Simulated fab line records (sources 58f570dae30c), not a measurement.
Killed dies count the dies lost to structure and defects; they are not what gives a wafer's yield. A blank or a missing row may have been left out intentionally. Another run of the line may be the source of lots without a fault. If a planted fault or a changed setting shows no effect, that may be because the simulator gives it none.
A single fault, viewed from 2 desks -- flow berkeley-cmos170 -- only its own numbers are on each desk; what lay behind them is given at the end

== FROM THE METROLOGY DESK ==
What the gauges read for every lot (on any tool): the sampled wafers with a number, averaged. If a lot's mean is further than 4 standard deviations from the usual mean, the lot is out of limits and carries the mark OUT (the distance appears in the brackets).
Columns: A = M1_OVL at UCB170_M1_OVL_MEAS_10, usual -1 nm
lot,first seen here,A
L231,day 8 10:26,5
L232,day 8 12:05,1
L230,day 8 12:35,-2
L233,day 8 13:08,-2
L236,day 10 03:40,4
L234,day 10 05:10,-2
L235,day 10 05:22,-6
L238,day 10 11:21,6
L240,day 10 19:10,4
L244,day 11 18:55,4
L247,day 12 13:17,0
L251,day 13 02:20,-3
L253,day 13 03:56,5
L252,day 13 04:09,-6
Result from this desk: across the 14 lots, nothing is out of limits.

== AT THE TOOL OWNER'S DESK: plasma-asher-04 ==
The tool's own readings at UCB170_PWELL_STRIP_16 (strips in O2): means of the sampled wafers that have a number, for each lot that ran on this tool. If a lot's mean is further than 4 standard deviations from the usual mean, the lot is out of limits and carries the mark OUT (the distance appears in the brackets).
Columns: A = drypump-motor-current-A at UCB170_PWELL_STRIP_16, usual 5.8 A; B = oes-product-au at UCB170_PWELL_STRIP_16, usual 0.721 a.u.; C = strip-time-to-endpoint-s at UCB170_PWELL_STRIP_16, usual 18.12 s
lot,first seen here,A,B,C
L235,day 4 13:26,5.5,0.716,18.18
L236,day 4 19:07,5.3,0.722,18.24
L238,day 5 05:56,5.3,0.667 (-12) OUT,18.02
L240,day 5 18:44,5.5,0.694 (-6.1) OUT,18.17
Finding of this desk: L238, L240 out of limits; the first was L238 at day 5 05:56, on oes-product-au at UCB170_PWELL_STRIP_16. In limits: L235, L236.

== ALL TOGETHER ==
At day 5 05:56, on L238, L240, the tool owner's desk was in a position to raise an alarm.
From the metrology desk's view, nothing was out of limits.
The metrology desk has L238, L240 on record, within its limits.
Of the lots named, all ran UCB170_PWELL_STRIP_16 on plasma-asher-04.

== WHAT HAD BEEN PUT IN BY THE SIMULATOR ==
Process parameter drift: plasma-asher-04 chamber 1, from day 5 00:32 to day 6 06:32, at UCB170_PWELL_STRIP_16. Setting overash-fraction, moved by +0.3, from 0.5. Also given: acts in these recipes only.
Lots struck among those shown: L238, L240.
Each desk's first reading out of limits, in hours after the fault started: the tool owner's desk, 5.
